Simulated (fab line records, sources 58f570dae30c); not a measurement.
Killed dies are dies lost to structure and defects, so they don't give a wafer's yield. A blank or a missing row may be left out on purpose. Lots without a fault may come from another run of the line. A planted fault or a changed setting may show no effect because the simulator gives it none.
Tool commonality check | flow berkeley_cmos170 | 14 lots, 42 wafers sampled

WHY IT WAS OPENED
At UCB170_SDANNEAL_RS_MEAS_02 the reading PSD_RS is flagged on 2 of 14 lots. Wafers without a fault read 75.44 ohm/sq, standard deviation 0.27.
Rule: a lot is flagged when every wafer of it that has a number lies more than 4 standard deviations from that mean, or none has a number. The other lots count as sound.

lot  | measured     | on            | PSD_RS (ohm/sq), wafer by wafer | flag
L151 | day 7 19:59  | film_metro-01 | 75.27 75.35 75.11               |
L152 | day 7 20:08  | film_metro-04 | 75.34 75.09 75.11               |
L154 | day 8 12:59  | film_metro-01 | 75.48 75.48 75.47               |
L155 | day 8 13:10  | film_metro-02 | 74.71 75.10 75.02               |
L153 | day 8 13:21  | film_metro-04 | 75.62 75.67 75.51               |
L158 | day 8 23:52  | film_metro-04 | 75.20 75.21 75.31               |
L164 | day 10 08:40 | film_metro-04 | 83.93 84.36 84.00               | FLAGGED
L166 | day 11 07:27 | film_metro-01 | 75.13 75.01 74.85               |
L165 | day 11 07:49 | film_metro-04 | 84.41 84.44 84.38               | FLAGGED
L167 | day 11 07:59 | film_metro-02 | 75.09 75.13 75.01               |
L169 | day 11 21:51 | film_metro-02 | 75.81 75.64 75.73               |
L168 | day 11 22:47 | film_metro-02 | 75.33 75.56 75.55               |
L171 | day 12 08:23 | film_metro-02 | 75.31 75.52 75.27               |
L173 | day 12 08:38 | film_metro-01 | 75.63 75.82 75.94               |
The numbers of the flagged lots are 84.25 ohm/sq on average: +8.81 ohm/sq against the usual, or +33 standard deviations.

WHICH TOOL RAN EACH LOT
The record holds 1 process step before the reading, out of a route of 331 steps. In each cell: the tool, then ch and the chambers that the sampled wafers went through, then the start.
lot  | flag    | UCB170_SDANNEAL_RTA_01
L151 |         | rtp_anneal-02 ch 0, day 7 19:55
L152 |         | rtp_anneal-01 ch 0, day 7 20:05
L154 |         | rtp_anneal-01 ch 0, day 8 12:55
L155 |         | rtp_anneal-02 ch 0, day 8 13:06
L153 |         | rtp_anneal-01 ch 0, day 8 13:17
L158 |         | rtp_anneal-01 ch 0, day 8 23:49
L164 | FLAGGED | rtp_anneal-02 ch 0, day 10 08:36
L166 |         | rtp_anneal-01 ch 0, day 11 07:23
L165 | FLAGGED | rtp_anneal-02 ch 0, day 11 07:45
L167 |         | rtp_anneal-01 ch 0, day 11 07:53
L169 |         | rtp_anneal-01 ch 0, day 11 21:47
L168 |         | rtp_anneal-01 ch 0, day 11 22:43
L171 |         | rtp_anneal-01 ch 0, day 12 08:20
L173 |         | rtp_anneal-01 ch 0, day 12 08:32
What these steps do:
- UCB170_SDANNEAL_RTA_01: time 5 s.
- UCB170_SDANNEAL_RS_MEAS_02: measures by four-point-probe.

FLAGGED OVER TOTAL, TOOL BY TOOL (the gauges that took the reading come last)
step                       | tool          | lots run | flagged | share of the flagged lots | sound lots run after its first flagged lot
UCB170_SDANNEAL_RTA_01     | rtp_anneal-01 | 10       | 0       | none                      | -
UCB170_SDANNEAL_RTA_01     | rtp_anneal-02 | 4        | 2       | all                       | 0
UCB170_SDANNEAL_RS_MEAS_02 | film_metro-01 | 4        | 0       | none                      | -
UCB170_SDANNEAL_RS_MEAS_02 | film_metro-02 | 5        | 0       | none                      | -
UCB170_SDANNEAL_RS_MEAS_02 | film_metro-04 | 5        | 2       | all                       | 0

WHAT THE TABLE ALLOWS
2 rows of the table ran every flagged lot: rtp_anneal-02 at UCB170_SDANNEAL_RTA_01, film_metro-04 at UCB170_SDANNEAL_RS_MEAS_02.
- rtp_anneal-02 at UCB170_SDANNEAL_RTA_01: 2 of its 4 lots flagged. Its last sound lot is L155 (day 8 13:06), its first flagged lot L164 (day 10 08:36): a fault that began between those two fits.
- film_metro-04 at UCB170_SDANNEAL_RS_MEAS_02: 2 of its 5 lots flagged. Its last sound lot is L158 (day 8 23:52), its first flagged lot L164 (day 10 08:40): a fault that began between those two fits.
Counting lots can't tell these 2 tools apart, because each fits a fault that began at some hour. More lots, or a look at what each step does to the wafer, might.

WHAT THE SIMULATOR HAD PUT IN
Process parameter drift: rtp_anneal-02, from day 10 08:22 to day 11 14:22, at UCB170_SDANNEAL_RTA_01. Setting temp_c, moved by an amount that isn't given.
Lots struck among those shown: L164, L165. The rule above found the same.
